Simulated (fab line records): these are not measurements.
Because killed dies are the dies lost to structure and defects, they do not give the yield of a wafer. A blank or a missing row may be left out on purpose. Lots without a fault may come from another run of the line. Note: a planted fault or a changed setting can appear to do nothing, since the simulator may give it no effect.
Struck lot and sound lot, side by side | flow berkeleyCmos170 | 15 out of 331 route steps
Sound: the wafers L451.3, L451.4, L451.5. Struck: wafers L447.4, L447.5, L447.6. Last of all comes the cause.
Order at every step that has rows: each side's tool, ch and its chambers, its first start. Under that, the readings that differ: sound wafers | struck wafers | difference of the means | sigmas: that difference in standard deviations of wafers without a fault.
alike: same words and numbers on both sides, and readings whose means sit less than 2 such deviations apart. not compared: any withheld reading, any reading some wafer has no value for, any bound like >300 that may hide the same value, and any number with overlapping values for which the record gives no deviation.
Wherever a step has rows on one side only, a row that says differs or no value, or a row with sigmas, the two part there. Numbers that have no deviation but don't overlap get no sigmas and don't part them. A reading missing from all wafers of one side parts the sides only when that side holds two or more wafers.

first, 1 step without rows for these wafers: UCB170_CONTACT_CVD_01 (deposits PSG from SiH4/O2/PH3, target thk 700 nm, time 2820 s).
UCB170_CONTACT_THK_MEAS_02:
  struck on filmMetro-01, day 11 00:23; sound on filmMetro-01, day 11 08:43
  alike: CONTACT_PSG_THK
then, 3 steps without rows for these wafers: UCB170_CONTACT_HMDS_03 (prime time 60 s); UCB170_CONTACT_COAT_04 (resist thk 900 nm); UCB170_CONTACT_SOFTBAKE_05 (time 60 s).
UCB170_CONTACT_STRIP_06: strips in O2.
  sound on plasmaAsher-04 ch 0,1, day 11 09:28; struck on plasmaAsher-01 ch 0,1, day 11 00:55
  alike: drypumpMotorCurrentA, oesProductAu, stripTimeToEndpointS
  not compared: rfHoursCounterH
then, 1 step without rows for these wafers: UCB170_CONTACT_CLEAN_07 (cleans in SPM, time 600 s).
UCB170_CONTACT_RTA_08: time 10 s.
  sound on rtpAnneal-01 ch 0, day 11 10:52; struck on rtpAnneal-01 ch 0, day 11 01:11
  alike: chamberO2Ppm, lampPowerPct, wafer_temp_C_max
then, 4 steps without rows for these wafers: UCB170_CONTACT_COAT_09; UCB170_CONTACT_COAT_10 (resist thk 900 nm); UCB170_CONTACT_SOFTBAKE_11 (time 60 s); UCB170_CONTACT_EXPOSE_12 (exposes mask CONT, target cd 700 nm).
UCB170_CONTACT_PEB_13:
  sound on lithoTrack-04 ch 0, day 11 12:07; struck on lithoTrack-03 ch 0, day 11 02:05
reading               | sound             | struck            | difference | sigmas
heaterPowerTotalW (W) | 56.76 56.85 56.73 | 57.60 57.71 57.63 | +0.87      | +19
then, 1 step without rows for these wafers: UCB170_CONTACT_DEVELOP_14 (develop time 45 s).
UCB170_M3_PROBE_99:
  sound wafers here have rows in the record (prober-01, day 12 11:00); struck ones have none

WHERE THEY PART
Earliest at UCB170_CONTACT_PEB_13; latest, in this record, at UCB170_M3_PROBE_99.

WHY: the cause the simulator had injected
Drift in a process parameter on lithoTrack-03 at UCB170_CONTACT_PEB_13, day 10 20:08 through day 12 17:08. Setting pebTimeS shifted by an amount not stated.
